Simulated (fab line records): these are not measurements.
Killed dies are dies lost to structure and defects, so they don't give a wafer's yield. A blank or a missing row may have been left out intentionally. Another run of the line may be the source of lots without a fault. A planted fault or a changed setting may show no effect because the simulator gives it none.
Which tool was responsible?	flow berkeleyCmos170	14 lots, 42 wafers sampled, at 5 steps of a route of 331

== WHAT EACH GAUGE READ, for each wafer ==
UCB170_PWELL_TW_MEAS_17. Usual: PWELL_TW gives 377.4 (standard deviation 2.1).
lot	measured	on	PWELL_TW	flag
L130	day 3 14:32	filmMetro-04	376.2 376.5 376.5	
L131	day 3 17:41	filmMetro-01	380.4 381.2 379.2	
L132	day 3 17:55	filmMetro-04	376.6 376.3 378.1	
L135	day 4 18:43	filmMetro-01	378.6 378.8 377.2	
L137	day 4 18:59	filmMetro-01	377.3 377.1 378.7	
L134	day 4 19:02	filmMetro-04	374.1 376.1 376.5	
L136	day 4 19:22	filmMetro-04	373.9 373.1 373.0	
L138	day 5 02:32	filmMetro-01	380.6 379.2 381.3	
L139	day 5 03:53	filmMetro-04	379.6 378.5 377.7	
L140	day 5 20:03	filmMetro-04	376.5 376.3 377.5	
L147	day 7 02:59	filmMetro-04	376.7 377.9 379.1	
L148	day 7 03:17	filmMetro-04	382.6 378.7 378.8	
L150	day 7 08:33	filmMetro-01	378.5 379.3 378.7	
L152	day 8 00:55	filmMetro-03	380.5 381.5 379.8	

UCB170_ACTIVE_THK_MEAS_06. Usual: ACTIVE_NITRIDE_THK gives 219.3 nm (standard deviation 2.1).
lot	measured	on	ACTIVE_NITRIDE_THK (nm)	flag
L130	day 4 23:11	filmMetro-04	221.4 222.9 222.2	
L131	day 4 23:13	filmMetro-02	218.5 218.2 216.8	
L132	day 4 23:08	filmMetro-02	218.9 220.7 222.4	
L135	day 5 17:40	filmMetro-02	221.5 219.2 220.3	
L137	day 5 17:37	filmMetro-02	218.4 219.7 218.7	
L134	day 5 17:35	filmMetro-04	219.2 217.7 216.8	
L136	day 6 00:13	filmMetro-02	216.6 218.6 217.5	
L138	day 6 04:19	filmMetro-04	223.5 223.5 224.5	
L139	day 6 04:21	filmMetro-02	220.4 220.4 219.2	
L140	day 7 03:59	filmMetro-04	215.6 217.1 217.3	
L147	day 8 07:09	filmMetro-02	220.1 218.2 220.5	
L148	day 8 07:02	filmMetro-04	217.8 219.7 219.4	
L150	day 8 07:03	filmMetro-03	220.1 218.1 218.3	
L152	day 9 03:22	filmMetro-04	221.5 220.9 220.8	

UCB170_FIELD_THK_MEAS_02. Usual: FIELD_OXIDE_THK gives 556 nm (standard deviation 9).
lot	measured	on	FIELD_OXIDE_THK (nm)	flag
L130	day 5 09:36	filmMetro-04	541 559 553	
L131	day 5 09:34	filmMetro-04	557 544 552	
L132	day 5 09:29	filmMetro-04	544 547 538	
L135	day 6 04:07	filmMetro-04	559 561 551	
L137	day 6 04:00	filmMetro-04	561 561 561	
L134	day 6 04:02	filmMetro-04	566 562 544	
L136	day 6 09:26	filmMetro-04	540 564 548	
L138	day 6 18:09	filmMetro-04	555 565 560	
L139	day 6 18:12	filmMetro-04	545 545 547	
L140	day 7 12:59	filmMetro-01	538 551 553	
L147	day 8 19:20	filmMetro-04	568 560 562	
L148	day 8 18:32	filmMetro-01	562 557 564	
L150	day 8 18:29	filmMetro-01	562 555 568	
L152	day 9 14:52	filmMetro-03	567 563 569	

UCB170_SACOX_THK_MEAS_02. Usual: SACOX_OXIDE_THK gives 14.24 nm (standard deviation 0.24).
lot	measured	on	SACOX_OXIDE_THK (nm)	flag
L130	day 5 21:44	filmMetro-02	14.28 14.11 14.40	
L131	day 5 21:46	filmMetro-04	14.79 14.46 14.59	
L132	day 5 21:41	filmMetro-04	14.09 14.12 14.08	
L135	day 6 17:03	filmMetro-02	14.14 14.35 14.22	
L137	day 6 19:59	filmMetro-02	22.79 22.73 22.14 22.83 22.72 22.13	OFF
L134	day 6 16:55	filmMetro-02	14.15 14.06 14.13	
L136	day 6 21:23	filmMetro-04	13.83 13.75 13.93	
L138	day 7 06:22	filmMetro-04	14.38 14.07 14.68	
L139	day 7 06:23	filmMetro-02	14.17 14.34 14.11	
L140	day 8 02:42	filmMetro-01	22.41 22.62 22.62 22.43 22.55 22.67	OFF
L147	day 9 09:03	filmMetro-04	14.17 13.99 14.31	
L148	day 9 09:05	filmMetro-02	14.32 13.96 14.04	
L150	day 9 09:02	filmMetro-02	13.80 14.07 14.29	
L152	day 10 03:50	filmMetro-02	14.24 14.14 14.28	

== WHAT TOOL EACH LOT RAN ON (gives the tool, then ch and the chambers of the sampled wafers, and finally the start) ==
lot	UCB170_SACOX_OXIDATION_01
L130	furnace-04 ch 0, day 5 20:01
L131	furnace-04 ch 0, day 5 20:01
L132	furnace-04 ch 0, day 5 20:01
L135	furnace-02 ch 0, day 6 15:15
L137	furnace-02 ch 0, day 6 15:15
L134	furnace-02 ch 0, day 6 15:15
L136	furnace-03 ch 0, day 6 19:43
L138	furnace-04 ch 0, day 7 04:41
L139	furnace-04 ch 0, day 7 04:41
L140	furnace-04 ch 0, day 7 21:52
L147	furnace-03 ch 0, day 9 07:21
L148	furnace-03 ch 0, day 9 07:21
L150	furnace-03 ch 0, day 9 07:21
L152	furnace-04 ch 0, day 10 02:10
- UCB170_SACOX_OXIDATION_01: target thk 14.4 nm, ox time 2400 s.

== AS READ BY THE TOOLS THEMSELVES (means over the sampled wafers that have a number; for cases with no such wafer, the mark the record gives instead) ==
The record holds no such reading with a usual standard deviation.

== THE ANSWER, worked out from the rows above alone ==
Rule: a lot is off if the mean of its wafers that have a number lies more than 3 standard deviations from the usual mean. A lot without any number at a reading at which 4 lots or more have one is off too. Where the step has rows for the other lots, those lots are counted as sound. The gauges are gone through in route order, then the tools' own readings, and for those a lot's mean is taken as printed above. The first step at which some lot is off is used, and at that step the reading that is off furthest; a lot without a number counts as furthest.
Off: L137, L140, at UCB170_SACOX_THK_MEAS_02 (SACOX_OXIDE_THK).
A tool fits if, at a process step before that reading, it ran every lot that is off, and no sound lot after the first of them. Gauges at UCB170_SACOX_THK_MEAS_02: tried the same way as those tools. None of those tried fits.

== WHAT WAS PUT IN BY THE SIMULATOR ==
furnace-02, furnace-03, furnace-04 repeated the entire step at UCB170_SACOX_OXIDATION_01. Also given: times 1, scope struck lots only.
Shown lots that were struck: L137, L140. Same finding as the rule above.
